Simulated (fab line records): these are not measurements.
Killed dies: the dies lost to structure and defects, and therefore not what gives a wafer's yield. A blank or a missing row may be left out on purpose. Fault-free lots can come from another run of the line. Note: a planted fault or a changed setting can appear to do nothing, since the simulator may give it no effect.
2 desks, one fault :: flow rit_cmos :: numbers are kept per desk, each desk with only its own; the story behind them comes last

== AT THE TOOL OWNER'S DESK: litho_track-01 ==
The tool's own readings at RIT_M1_COAT_04 (resist thk 1300 nm): means of the sampled wafers that have a number, for each lot that ran on this tool. A lot is out of limits, marked OUT, if its mean lies more than 4 standard deviations from the usual mean; the brackets give that distance.
Columns: A = chill_plate_temp_C at RIT_M1_COAT_04, usual 23.01 C
lot: L792
first seen here: day 3 15:55
A: 23.01

lot: L797
first seen here: day 4 17:48
A: 23.00

lot: L799
first seen here: day 5 05:14
A: 22.87

lot: L803
first seen here: day 5 18:31
A: 23.08

lot: L806
first seen here: day 6 09:25
A: 22.99

lot: L808
first seen here: day 6 18:53
A: 23.07

lot: L809
first seen here: day 6 20:10
A: 22.93
Finding of this desk: none of the 7 lots has anything out of limits.

== METROLOGY DESK ==
Means of the sampled wafers that have a number, per lot and without regard to the tool the lot ran on: this is what the gauges read. A lot is out of limits, marked OUT, if its mean lies more than 4 standard deviations from the usual mean; the brackets give that distance.
Columns: A = cd_nm at RIT_M1_CD_MEAS_09, usual 2599.8 nm
lot: L792
first seen here: day 3 16:46
A: 2598.1

lot: L794
first seen here: day 4 01:23
A: 2598.8

lot: L796
first seen here: day 4 14:00
A: 2599.7

lot: L797
first seen here: day 4 18:40
A: 2600.3

lot: L798
first seen here: day 4 22:46
A: 2599.0

lot: L799
first seen here: day 5 06:17
A: 2599.7

lot: L803
first seen here: day 5 19:14
A: 2602.9

lot: L804
first seen here: day 6 01:31
A: 2599.7

lot: L805
first seen here: day 6 04:51
A: 2600.1

lot: L806
first seen here: day 6 10:17
A: 2600.7

lot: L808
first seen here: day 6 19:43
A: 2583.3 (-7.9) OUT

lot: L809
first seen here: day 6 20:52
A: 2583.6 (-7.7) OUT

lot: L810
first seen here: day 7 12:31
A: 2599.4

lot: L815
first seen here: day 8 17:01
A: 2600.2
Finding of this desk: L808, L809 out of limits; the first was L808 at day 6 19:43, on cd_nm at RIT_M1_CD_MEAS_09. In limits: L792, L794, L796, L797, L798, L799, L803, L804, L805, L806, L810, L815.

== PUT TOGETHER ==
On L808, L809, the metrology desk was in a position to raise an alarm at day 6 19:43.
The desk of the tool owner found nothing out of limits.
The tool owner's desk has L808, L809 on record, within its limits.
RIT_M1_COAT_04 was run on litho_track-01 by each of the lots named.

== WHAT WAS PUT IN BY THE SIMULATOR ==
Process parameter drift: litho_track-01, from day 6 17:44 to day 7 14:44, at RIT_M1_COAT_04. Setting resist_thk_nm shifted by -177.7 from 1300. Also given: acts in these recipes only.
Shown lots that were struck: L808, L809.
Delay in hours, fault start to first out-of-limits reading, per desk: metrology desk 2.
